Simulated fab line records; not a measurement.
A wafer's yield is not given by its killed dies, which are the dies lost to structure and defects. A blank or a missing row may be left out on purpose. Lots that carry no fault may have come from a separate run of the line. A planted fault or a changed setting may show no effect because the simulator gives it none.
2 desks, one fault    flow berkeleyCmos170    what lay behind the numbers comes last; until then each desk has only its own

AT THE METROLOGY DESK
Means of the sampled wafers that have a number, per lot and without regard to the tool the lot ran on: this is what the gauges read. A lot is out of limits, marked OUT, if its mean lies more than 4 standard deviations from the usual mean; the brackets give that distance.
Columns: A = M2_OVL at UCB170_M2_OVL_MEAS_16, usual -1 nm; B = V2_OVL at UCB170_V2_OVL_MEAS_13, usual 2 nm
lot   first seen here  A   B
L448  day 7 16:23      -2  3
L449  day 7 16:38      -6  -3
L447  day 7 16:52      -4  -0
L451  day 8 08:46      -2  -1
L453  day 8 19:22      0   -2
L450  day 8 19:50      -5  2
L457  day 9 20:16      4   3
L456  day 9 20:45      -3  2
L458  day 10 04:28     -3  4
L461  day 10 15:03     -1  3
L463  day 10 15:19     -1  1
L467  day 11 08:40     2   3
L469  day 12 10:40     -0  3
L470  day 12 10:52     1   1
This desk's finding: nothing out of limits on any of the 14 lots.

AT THE TOOL OWNER'S DESK: rieMetal-04
The tool's own readings at UCB170_M2_METAL_ETCH_18 (etches Al in Cl2/BCl3, stops on SiO2, target depth 1170 nm, time 195 s): means of the sampled wafers that have a number, for each lot that ran on this tool. A lot is out of limits, marked OUT, if its mean lies more than 4 standard deviations from the usual mean; the brackets give that distance.
Columns: A = drypumpMotorCurrentA at UCB170_M2_METAL_ETCH_18, usual 5.8 A; B = oesProductAu at UCB170_M2_METAL_ETCH_18, usual 0.859 a.u.; C = throttleValvePct at UCB170_M2_METAL_ETCH_18, usual 24.53 %
lot   first seen here  A    B      C
L447  day 7 16:56      6.0  0.853  24.74
L451  day 8 08:50      6.1  0.855  24.74
L450  day 8 19:55      6.1  0.849  24.74
L457  day 9 20:20      6.1  0.842  24.75
L458  day 10 04:32     6.1  0.849  24.73
L463  day 10 15:23     6.1  0.854  24.74
L467  day 11 08:44     6.2  0.845  24.73
This desk's finding: nothing out of limits on any of the 7 lots.

ALL TOGETHER
The metrology desk saw nothing out of limits.
The desk of the tool owner found nothing out of limits.

WHAT THE SIMULATOR PUT IN
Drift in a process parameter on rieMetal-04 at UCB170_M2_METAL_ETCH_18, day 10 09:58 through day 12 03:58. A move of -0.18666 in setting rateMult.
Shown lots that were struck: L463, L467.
